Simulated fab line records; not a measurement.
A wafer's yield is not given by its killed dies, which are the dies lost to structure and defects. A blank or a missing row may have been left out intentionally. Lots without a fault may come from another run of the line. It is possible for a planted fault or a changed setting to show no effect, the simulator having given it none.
fab line records / flow berkeley-cmos170
[record] lots = 7 wafers = 21 last-day = 11
route steps=331 shown ACTIVE@60
lots that met no fault: from a run of the same line without faults
start-h: start of the lot's first displayed wafer, in hours after the record's first day / wait-h: time in hours since the lot's previous step / " unchanged from the row above / L1.1+2: several wafers, shown together as one row / - no value, or no start was given / * or withheld: withheld / < > ~ a bound
route shown NAME@n: NAME is a module with steps in the file, n the number in the route of the first one / usual: mean/standard deviation of fault-free wafers / same: alike in all rows / chamber/n: place in a boat / sites: the reading at each site / _std_site: standard deviation across them / _edge_site: mean of outer sites minus mean of inner sites / radius-mm: for every site, how far away it sits from the centre of the wafer / mask NAME#n: copy n / behind: tool/chamber where the wafer was last shaped / hold: why the lot was held/for how many hours/how that ended / device: which transistor (n, p or np) failed to switch / end of line: the tests these same wafers got at the end of their route / a step without rows: its recipe alone / killed: dies lost to structure and defects at the first sort, not the wafer's yield / map: per-die view of a wafer (x killed, . not killed, _ where there is no die)
set.NAME: setting as actually run; set.NAME@STEP: the setting as run at that earlier step / model.NAME: the simulator's own value behind a step, which no gauge read
lots at selected steps of the route; one table per step, one row per wafer
[[steps]]
[step UCB170_ACTIVE_CLEAN_00]
[recipe] chemistry = SPM temp-c = 120 time-s = 600
[step UCB170_ACTIVE_CLEAN_01]
[recipe] chemistry = dHF dilution = 25:1 time-s = 60
[step UCB170_ACTIVE_OXIDATION_02]
[recipe] temp-c = 1000 ambient = O2 target-thk-a = 264 ox-time-s = 1260
[step UCB170_ACTIVE_THK_MEAS_03]
[recipe] reads = SiO2_of_ACTIVE_OXIDATION_02
[usual] ACTIVE_OXIDE_THK = 26.7/0.39
lot.wafer=L787.1 tool=film-metro-02 chamber=- start-h=96.94 wait-h=0.0 ACTIVE_OXIDE_THK[nm]=26.6
lot.wafer=L787.2 tool=film-metro-02 chamber=- start-h=96.94 wait-h=0.0 ACTIVE_OXIDE_THK[nm]=26.8
lot.wafer=L787.6 tool=film-metro-02 chamber=- start-h=96.94 wait-h=0.0 ACTIVE_OXIDE_THK[nm]=27.0
lot.wafer=L790.1 tool=film-metro-01 chamber=- start-h=111.16 wait-h=0.3 ACTIVE_OXIDE_THK[nm]=26.8
lot.wafer=L790.2 tool=film-metro-01 chamber=- start-h=111.16 wait-h=0.3 ACTIVE_OXIDE_THK[nm]=26.4
lot.wafer=L790.5 tool=film-metro-01 chamber=- start-h=111.16 wait-h=0.3 ACTIVE_OXIDE_THK[nm]=27.1
lot.wafer=L794.1 tool=film-metro-03 chamber=- start-h=131.64 wait-h=0.0 ACTIVE_OXIDE_THK[nm]=27.4
lot.wafer=L794.4 tool=film-metro-03 chamber=- start-h=131.64 wait-h=0.0 ACTIVE_OXIDE_THK[nm]=26.9
lot.wafer=L794.6 tool=film-metro-03 chamber=- start-h=131.64 wait-h=0.0 ACTIVE_OXIDE_THK[nm]=26.7
lot.wafer=L796.4 tool=film-metro-03 chamber=- start-h=140.70 wait-h=0.0 ACTIVE_OXIDE_THK[nm]=26.7
lot.wafer=L796.5 tool=film-metro-03 chamber=- start-h=140.70 wait-h=0.0 ACTIVE_OXIDE_THK[nm]=26.5
lot.wafer=L796.6 tool=film-metro-03 chamber=- start-h=140.70 wait-h=0.0 ACTIVE_OXIDE_THK[nm]=26.5
lot.wafer=L798.4 tool=film-metro-01 chamber=- start-h=149.24 wait-h=0.0 ACTIVE_OXIDE_THK[nm]=26.8
lot.wafer=L798.5 tool=film-metro-01 chamber=- start-h=149.24 wait-h=0.0 ACTIVE_OXIDE_THK[nm]=26.6
lot.wafer=L798.6 tool=film-metro-01 chamber=- start-h=149.24 wait-h=0.0 ACTIVE_OXIDE_THK[nm]=26.5
lot.wafer=L799.3 tool=film-metro-03 chamber=- start-h=152.08 wait-h=0.0 ACTIVE_OXIDE_THK[nm]=26.3
lot.wafer=L799.5 tool=film-metro-03 chamber=- start-h=152.08 wait-h=0.0 ACTIVE_OXIDE_THK[nm]=27.1
lot.wafer=L799.6 tool=film-metro-03 chamber=- start-h=152.08 wait-h=0.0 ACTIVE_OXIDE_THK[nm]=26.3
lot.wafer=L805.1 tool=film-metro-02 chamber=- start-h=181.03 wait-h=0.1 ACTIVE_OXIDE_THK[nm]=26.6
lot.wafer=L805.5 tool=film-metro-02 chamber=- start-h=181.03 wait-h=0.1 ACTIVE_OXIDE_THK[nm]=26.1
lot.wafer=L805.6 tool=film-metro-02 chamber=- start-h=181.03 wait-h=0.1 ACTIVE_OXIDE_THK[nm]=26.1
[step UCB170_ACTIVE_ANNEAL_04]
[recipe] temp-c = 1000 time-s = 900 ambient = N2
[step UCB170_ACTIVE_CVD_05]
[recipe] material = Si3N4 target-thk-nm = 220 temp-c = 800 precursor = SiH2Cl2/NH3 time-s = 3300 pressure-mtorr = 200 sih2cl2-flow-sccm = 25 nh3-flow-sccm = 75
[step UCB170_ACTIVE_THK_MEAS_06]
[recipe] reads = Si3N4_of_ACTIVE_CVD_05
[usual] ACTIVE_NITRIDE_THK = 218.0/2.3
lot.wafer=L787.1 tool=film-metro-02 chamber=- start-h=103.37 wait-h=0.0 ACTIVE_NITRIDE_THK[nm]=216.0
lot.wafer=L787.2 tool=film-metro-02 chamber=- start-h=103.37 wait-h=0.0 ACTIVE_NITRIDE_THK[nm]=217.3
lot.wafer=L787.6 tool=film-metro-02 chamber=- start-h=103.37 wait-h=0.0 ACTIVE_NITRIDE_THK[nm]=215.5
lot.wafer=L790.1 tool=film-metro-03 chamber=- start-h=116.74 wait-h=0.0 ACTIVE_NITRIDE_THK[nm]=217.9
lot.wafer=L790.2 tool=film-metro-03 chamber=- start-h=116.74 wait-h=0.0 ACTIVE_NITRIDE_THK[nm]=217.4
lot.wafer=L790.5 tool=film-metro-03 chamber=- start-h=116.74 wait-h=0.0 ACTIVE_NITRIDE_THK[nm]=217.7
lot.wafer=L794.1 tool=film-metro-03 chamber=- start-h=140.08 wait-h=0.0 ACTIVE_NITRIDE_THK[nm]=215.2
lot.wafer=L794.4 tool=film-metro-03 chamber=- start-h=140.08 wait-h=0.0 ACTIVE_NITRIDE_THK[nm]=215.0
lot.wafer=L794.6 tool=film-metro-03 chamber=- start-h=140.08 wait-h=0.0 ACTIVE_NITRIDE_THK[nm]=215.0
lot.wafer=L796.4 tool=film-metro-03 chamber=- start-h=150.71 wait-h=0.0 ACTIVE_NITRIDE_THK[nm]=222.2
lot.wafer=L796.5 tool=film-metro-03 chamber=- start-h=150.71 wait-h=0.0 ACTIVE_NITRIDE_THK[nm]=221.4
lot.wafer=L796.6 tool=film-metro-03 chamber=- start-h=150.71 wait-h=0.0 ACTIVE_NITRIDE_THK[nm]=220.3
lot.wafer=L798.4 tool=film-metro-02 chamber=- start-h=154.41 wait-h=0.0 ACTIVE_NITRIDE_THK[nm]=220.0
lot.wafer=L798.5 tool=film-metro-02 chamber=- start-h=154.41 wait-h=0.0 ACTIVE_NITRIDE_THK[nm]=218.4
lot.wafer=L798.6 tool=film-metro-02 chamber=- start-h=154.41 wait-h=0.0 ACTIVE_NITRIDE_THK[nm]=218.0
lot.wafer=L799.3 tool=film-metro-02 chamber=- start-h=158.08 wait-h=0.0 ACTIVE_NITRIDE_THK[nm]=217.7
lot.wafer=L799.5 tool=film-metro-02 chamber=- start-h=158.08 wait-h=0.0 ACTIVE_NITRIDE_THK[nm]=218.1
lot.wafer=L799.6 tool=film-metro-02 chamber=- start-h=158.08 wait-h=0.0 ACTIVE_NITRIDE_THK[nm]=219.5
lot.wafer=L805.1 tool=film-metro-01 chamber=- start-h=190.12 wait-h=0.0 ACTIVE_NITRIDE_THK[nm]=212.7
lot.wafer=L805.5 tool=film-metro-01 chamber=- start-h=190.12 wait-h=0.0 ACTIVE_NITRIDE_THK[nm]=210.8
lot.wafer=L805.6 tool=film-metro-01 chamber=- start-h=190.12 wait-h=0.0 ACTIVE_NITRIDE_THK[nm]=212.5
[step UCB170_ACTIVE_HMDS_07]
[recipe] prime-time-s = 60 prime-temp-c = 100
[step UCB170_ACTIVE_COAT_08]
[recipe] resist = KrF spin-rpm = 1500 resist-thk-nm = 900
[step UCB170_ACTIVE_SOFTBAKE_09]
[recipe] resist = KrF temp-c = 130 time-s = 60
[step UCB170_ACTIVE_EXPOSE_10]
[recipe] mask-id = ACTIVE target-cd-nm = 1200 na = 0.5 sigma-outer = 0.6 source-shape = conventional dose-mj = 20
[step UCB170_ACTIVE_PEB_11]
[recipe] peb-temp-c = 130 peb-time-s = withheld resist = KrF
[step UCB170_ACTIVE_DEVELOP_12]
[recipe] developer = TMAH develop-time-s = 45 resist = KrF dev-temp-c = 21
[usual] chill-plate-temp-C = 23.00/0.1 develop-time-s = 45/0
lot.wafer=L787.1 tool=litho-track-01 chamber=0 start-h=104 wait-h=- chill-plate-temp-C=23.10 develop-time-s=45 model.KrF_of_ACTIVE_COAT_08.thk-nm=879.8
lot.wafer=L787.2 tool=litho-track-01 chamber=0 start-h=104 wait-h=- chill-plate-temp-C=23.12 develop-time-s=45 model.KrF_of_ACTIVE_COAT_08.thk-nm=883.4
lot.wafer=L787.6 tool=litho-track-01 chamber=0 start-h=105 wait-h=- chill-plate-temp-C=23.10 develop-time-s=45 model.KrF_of_ACTIVE_COAT_08.thk-nm=880.8
lot.wafer=L790.1 tool=litho-track-02 chamber=0 start-h=117 wait-h=- chill-plate-temp-C=22.90 develop-time-s=45 model.KrF_of_ACTIVE_COAT_08.thk-nm=882.9
lot.wafer=L790.2 tool=litho-track-02 chamber=0 start-h=117 wait-h=- chill-plate-temp-C=22.92 develop-time-s=45 model.KrF_of_ACTIVE_COAT_08.thk-nm=882.1
lot.wafer=L790.5 tool=litho-track-02 chamber=0 start-h=117 wait-h=- chill-plate-temp-C=22.92 develop-time-s=45 model.KrF_of_ACTIVE_COAT_08.thk-nm=881.7
lot.wafer=L794.1 tool=litho-track-04 chamber=- start-h=141 wait-h=- chill-plate-temp-C=- develop-time-s=- model.KrF_of_ACTIVE_COAT_08.thk-nm=896.6
lot.wafer=L794.4 tool=litho-track-04 chamber=- start-h=141 wait-h=- chill-plate-temp-C=- develop-time-s=- model.KrF_of_ACTIVE_COAT_08.thk-nm=897.3
lot.wafer=L794.6 tool=litho-track-04 chamber=- start-h=141 wait-h=- chill-plate-temp-C=- develop-time-s=- model.KrF_of_ACTIVE_COAT_08.thk-nm=899.7
lot.wafer=L796.4 tool=litho-track-02 chamber=- start-h=151 wait-h=- chill-plate-temp-C=- develop-time-s=- model.KrF_of_ACTIVE_COAT_08.thk-nm=899.7
lot.wafer=L796.5 tool=litho-track-02 chamber=- start-h=151 wait-h=- chill-plate-temp-C=- develop-time-s=- model.KrF_of_ACTIVE_COAT_08.thk-nm=899.9
lot.wafer=L796.6 tool=litho-track-02 chamber=- start-h=151 wait-h=- chill-plate-temp-C=- develop-time-s=- model.KrF_of_ACTIVE_COAT_08.thk-nm=900.6
lot.wafer=L798.4 tool=litho-track-01 chamber=- start-h=155 wait-h=- chill-plate-temp-C=- develop-time-s=- model.KrF_of_ACTIVE_COAT_08.thk-nm=898.4
lot.wafer=L798.5 tool=litho-track-01 chamber=- start-h=155 wait-h=- chill-plate-temp-C=- develop-time-s=- model.KrF_of_ACTIVE_COAT_08.thk-nm=900.5
lot.wafer=L798.6 tool=litho-track-01 chamber=- start-h=155 wait-h=- chill-plate-temp-C=- develop-time-s=- model.KrF_of_ACTIVE_COAT_08.thk-nm=897.9
lot.wafer=L799.3 tool=litho-track-02 chamber=0 start-h=158 wait-h=- chill-plate-temp-C=23.12 develop-time-s=45 model.KrF_of_ACTIVE_COAT_08.thk-nm=882.6
lot.wafer=L799.5 tool=litho-track-02 chamber=0 start-h=158 wait-h=- chill-plate-temp-C=22.93 develop-time-s=45 model.KrF_of_ACTIVE_COAT_08.thk-nm=881.9
lot.wafer=L799.6 tool=litho-track-02 chamber=0 start-h=158 wait-h=- chill-plate-temp-C=22.94 develop-time-s=45 model.KrF_of_ACTIVE_COAT_08.thk-nm=883
lot.wafer=L805.1 tool=litho-track-02 chamber=0 start-h=190 wait-h=- chill-plate-temp-C=23.23 develop-time-s=45 model.KrF_of_ACTIVE_COAT_08.thk-nm=883.1
lot.wafer=L805.5 tool=litho-track-02 chamber=0 start-h=190 wait-h=- chill-plate-temp-C=22.96 develop-time-s=45 model.KrF_of_ACTIVE_COAT_08.thk-nm=884.8
lot.wafer=L805.6 tool=litho-track-02 chamber=0 start-h=190 wait-h=- chill-plate-temp-C=23.23 develop-time-s=45 model.KrF_of_ACTIVE_COAT_08.thk-nm=885
[step UCB170_ACTIVE_CD_MEAS_13]
[recipe] target-cd-nm = 1200
[usual] cd-nm = 1199.8/1.7
lot.wafer=L787.1 tool=cd-sem-01 chamber=- start-h=105.03 wait-h=- cd-nm=1201.4
lot.wafer=L787.2 tool=cd-sem-01 chamber=- start-h=105.03 wait-h=- cd-nm=1200.4
lot.wafer=L787.6 tool=cd-sem-01 chamber=- start-h=105.03 wait-h=- cd-nm=1201.6
lot.wafer=L790.1 tool=cd-sem-02 chamber=- start-h=117.83 wait-h=- cd-nm=1200.7
lot.wafer=L790.2 tool=cd-sem-02 chamber=- start-h=117.83 wait-h=- cd-nm=1199.5
lot.wafer=L790.5 tool=cd-sem-02 chamber=- start-h=117.83 wait-h=- cd-nm=1200.2
lot.wafer=L794.1 tool=cd-sem-02 chamber=- start-h=141.35 wait-h=- cd-nm=-
lot.wafer=L794.4 tool=cd-sem-02 chamber=- start-h=141.35 wait-h=- cd-nm=-
lot.wafer=L794.6 tool=cd-sem-02 chamber=- start-h=141.35 wait-h=- cd-nm=-
lot.wafer=L796.4 tool=cd-sem-01 chamber=- start-h=151.77 wait-h=- cd-nm=-
lot.wafer=L796.5 tool=cd-sem-01 chamber=- start-h=151.77 wait-h=- cd-nm=-
lot.wafer=L796.6 tool=cd-sem-01 chamber=- start-h=151.77 wait-h=- cd-nm=-
lot.wafer=L798.4 tool=cd-sem-01 chamber=- start-h=155.78 wait-h=- cd-nm=-
lot.wafer=L798.5 tool=cd-sem-01 chamber=- start-h=155.78 wait-h=- cd-nm=-
lot.wafer=L798.6 tool=cd-sem-01 chamber=- start-h=155.78 wait-h=- cd-nm=-
lot.wafer=L799.3 tool=cd-sem-01 chamber=- start-h=159.12 wait-h=- cd-nm=1199.7
lot.wafer=L799.5 tool=cd-sem-01 chamber=- start-h=159.12 wait-h=- cd-nm=1201.2
lot.wafer=L799.6 tool=cd-sem-01 chamber=- start-h=159.12 wait-h=- cd-nm=1200.1
lot.wafer=L805.1 tool=cd-sem-02 chamber=- start-h=191.02 wait-h=- cd-nm=1199.3
lot.wafer=L805.5 tool=cd-sem-02 chamber=- start-h=191.02 wait-h=- cd-nm=1202.2
lot.wafer=L805.6 tool=cd-sem-02 chamber=- start-h=191.02 wait-h=- cd-nm=1199.2
[[key]]
[first-sign] step = UCB170_ACTIVE_DEVELOP_12 reading = tool-record direction = missing
effect none on later readings
[model-effect] step = UCB170_ACTIVE_DEVELOP_12 value = KrF_of_ACTIVE_COAT_08.thk-nm without = 884.8 struck = 899
met-at UCB170_ACTIVE_DEVELOP_12
struck-wafers L794.1,L794.4,L794.6,L796.4,L796.5,L796.6,L798.4,L798.5,L798.6
later-rows-left-out L794.1,L794.4,L794.6,L796.4,L796.5,L796.6,L798.4,L798.5,L798.6
sort-left-out L794.1,L794.4,L794.6,L796.4,L796.5,L796.6,L798.4,L798.5,L798.6
tester-left-out L794,L796,L798
[fault] kind = skipped-step-whole tool = litho-track-01,litho-track-02,litho-track-04 chamber = - onset-h = 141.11 steps = UCB170_ACTIVE_DEVELOP_12 scope = struck-lots-only
// tester-left-out: of these lots the tester's yield and bins aren't shown, on N5 and GAA mostly nor the transistor test; their killed dies are dies lost to structure and defects alone, not to doping, threshold or leakage, so they don't give the yield
// sort-left-out: the simulated sort isn't trusted on such a fault, so these wafers' sort isn't shown, and their yield isn't known
// later-rows-left-out: the simulator's readings of these wafers behind a module that went badly wrong aren't trusted and aren't shown, but for the sort
